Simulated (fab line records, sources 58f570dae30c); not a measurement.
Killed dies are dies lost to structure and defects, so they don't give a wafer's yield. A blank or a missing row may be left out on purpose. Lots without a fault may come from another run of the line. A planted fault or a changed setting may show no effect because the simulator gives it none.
Tool commonality check | flow berkeley_cmos170 | 13 lots, 39 wafers sampled

WHY IT WAS OPENED
At UCB170_PWELL_THK_MEAS_06 the reading PWELL_NITRIDE_THK is flagged on 1 of 13 lots. Wafers without a fault read 220.5 nm, standard deviation 1.9.
Rule: a lot is flagged when every wafer of it that has a number lies more than 4 standard deviations from that mean, or none has a number. The other lots count as sound.

lot  | measured    | on            | PWELL_NITRIDE_THK (nm), wafer by wafer | flag
L421 | day 3 10:41 | film_metro-02 | 223.7 223.0 223.4                      |
L422 | day 3 14:16 | film_metro-01 | 222.5 222.7 221.9                      |
L427 | day 4 19:13 | film_metro-03 | 210.4 210.4 211.3                      | FLAGGED
L432 | day 5 23:31 | film_metro-02 | 220.5 218.8 222.6                      |
L433 | day 5 23:31 | film_metro-01 | 221.9 221.2 221.4                      |
L434 | day 6 16:54 | film_metro-01 | 220.0 220.8 221.3                      |
L435 | day 6 16:55 | film_metro-02 | 221.5 222.1 219.8                      |
L436 | day 7 00:27 | film_metro-02 | 220.8 223.1 222.7                      |
L439 | day 7 21:41 | film_metro-03 | 219.4 220.4 221.6                      |
L440 | day 7 21:41 | film_metro-01 | 218.1 217.8 219.8                      |
L441 | day 8 03:40 | film_metro-02 | 221.4 222.0 222.0                      |
L443 | day 8 03:40 | film_metro-01 | 221.8 222.9 224.3                      |
L442 | day 8 03:42 | film_metro-03 | 220.2 220.1 219.3                      |
The numbers of the flagged lots are 210.7 nm on average: -9.8 nm against the usual, or -5 standard deviations.

WHICH TOOL RAN EACH LOT
The record holds 1 process step before the reading, out of a route of 331 steps. In each cell: the tool, then ch and the chambers that the sampled wafers went through, then the start.
lot  | flag    | UCB170_PWELL_CVD_05
L421 |         | lpcvd-01 ch 0, day 3 08:46
L422 |         | lpcvd-02 ch 1, day 3 12:21
L427 | FLAGGED | lpcvd-01 ch 1, day 4 17:17
L432 |         | lpcvd-02 ch 0, day 5 21:36
L433 |         | lpcvd-02 ch 0, day 5 21:36
L434 |         | lpcvd-02 ch 0, day 6 14:59
L435 |         | lpcvd-02 ch 1, day 6 14:59
L436 |         | lpcvd-02 ch 0, day 6 22:31
L439 |         | lpcvd-02 ch 1, day 7 19:45
L440 |         | lpcvd-02 ch 1, day 7 19:45
L441 |         | lpcvd-02 ch 1, day 8 01:45
L443 |         | lpcvd-02 ch 1, day 8 01:45
L442 |         | lpcvd-02 ch 1, day 8 01:45
What these steps do:
- UCB170_PWELL_CVD_05: deposits Si3N4 from SiH2Cl2/NH3, target thk 220 nm, time 3300 s.
- UCB170_PWELL_THK_MEAS_06

FLAGGED OVER TOTAL, TOOL BY TOOL (the gauges that took the reading come last)
step                     | tool          | lots run | flagged | share of the flagged lots | sound lots run after its first flagged lot
UCB170_PWELL_CVD_05      | lpcvd-01      | 2        | 1       | all                       | 0
UCB170_PWELL_CVD_05      | lpcvd-02      | 11       | 0       | none                      | -
UCB170_PWELL_THK_MEAS_06 | film_metro-01 | 5        | 0       | none                      | -
UCB170_PWELL_THK_MEAS_06 | film_metro-02 | 5        | 0       | none                      | -
UCB170_PWELL_THK_MEAS_06 | film_metro-03 | 3        | 1       | all                       | 2 (L439,L442)

WHAT THE TABLE ALLOWS
2 rows of the table ran every flagged lot: lpcvd-01 at UCB170_PWELL_CVD_05, film_metro-03 at UCB170_PWELL_THK_MEAS_06.
- lpcvd-01 at UCB170_PWELL_CVD_05: 1 of its 2 lots flagged. Its last sound lot is L421 (day 3 08:46), its first flagged lot L427 (day 4 17:17): a fault that began between those two fits. Its own readings lie more than 4 standard deviations out on every wafer of the flagged lots: sih2cl2_flow_sccm.
- film_metro-03 at UCB170_PWELL_THK_MEAS_06: 1 of its 3 lots flagged. Sound lots ran on it after the first flagged one (L439, L442), which a lasting fault on the whole tool wouldn't allow.
One tool is left: lpcvd-01 at UCB170_PWELL_CVD_05.

WHAT THE SIMULATOR HAD PUT IN
Process parameter drift: lpcvd-01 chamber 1, from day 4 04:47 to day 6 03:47, at UCB170_PWELL_CVD_05. Setting sih2cl2_flow_sccm, moved by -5, from 25. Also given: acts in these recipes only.
Lots struck among those shown: L427. The rule above found the same.
